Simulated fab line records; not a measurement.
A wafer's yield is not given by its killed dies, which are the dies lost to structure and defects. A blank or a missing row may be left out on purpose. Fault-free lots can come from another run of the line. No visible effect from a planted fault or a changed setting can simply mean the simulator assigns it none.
Which tool was responsible? + flow berkeley cmos170 + Sampling: 7 lots, 21 wafers, 2 of 331 route steps

WHAT THE GAUGES READ, wafer by wafer
UCB170_GATE_THK_MEAS_02.
| lot  | measured     | on            | GATE_OXIDE_THK (nm) |
|------|--------------|---------------|---------------------|
| L175 | day 6 10:20  | film metro-02 | 6.64 6.42 6.58      |
| L177 | day 6 20:43  | film metro-03 | 6.51 6.65 6.68      |
| L183 | day 7 08:22  | film metro-02 | 6.61 6.58 6.61      |
| L182 | day 8 02:58  | film metro-04 | 4.78 4.78 4.83      |
| L188 | day 9 01:10  | film metro-04 | 6.69 6.73 6.77      |
| L193 | day 9 15:04  | film metro-03 | 6.57 6.58 6.62      |
| L196 | day 10 02:20 | film metro-03 | 6.73 6.64 6.70      |

WHICH TOOL RAN EACH LOT (tool, then ch and the chambers of the sampled wafers, then the start)
| lot  | UCB170_GATE_OXIDATION_01      |
|------|-------------------------------|
| L175 | furnace-02 ch 0, day 6 08:50  |
| L177 | furnace-04 ch 0, day 6 19:13  |
| L183 | furnace-02 ch 0, day 7 06:52  |
| L182 | furnace-04 ch 0, day 8 01:28  |
| L188 | furnace-01 ch 0, day 8 23:39  |
| L193 | furnace-02 ch 0, day 9 13:34  |
| L196 | furnace-01 ch 0, day 10 00:49 |
- UCB170_GATE_OXIDATION_01: target thk 6.6 nm, ox time 1800 s.

THE ANSWER, worked out from the rows above alone
Rule: what is usual is taken from the lots themselves. The widest of any qualifying gaps counts: lots, ordered by their means at a reading, are off when they make up no more than a third of the lots, leave a main group of 4 or more, and stand apart from it by 3 or more times the standard deviation of that group's means. The tables above print the reading to a certain number of digits; a main group whose means all agree to those digits is not used. A lot without any number at a reading at which 4 lots or more have one is off too. The other lots that the step has rows for count as sound.
Off: L182, at UCB170_GATE_THK_MEAS_02 (GATE_OXIDE_THK). For the main group the mean is 6.63 nm and the standard deviation 0.062.
If a tool, at a process step before that reading, ran all the lots that are off and no sound lot after the first of them, it fits. Gauges at UCB170_GATE_THK_MEAS_02: tried the same way as those tools. One fits: UCB170_GATE_OXIDATION_01 on furnace-04. Its last sound lot is L177 (day 6 19:13), its first lot that is off L182 (day 8 01:28): a fault that began between those two fits.

WHAT THE SIMULATOR HAD PUT IN
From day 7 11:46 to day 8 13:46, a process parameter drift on furnace-04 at UCB170_GATE_OXIDATION_01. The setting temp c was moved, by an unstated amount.
Lots struck among those shown: L182. The rule given above showed the same thing.
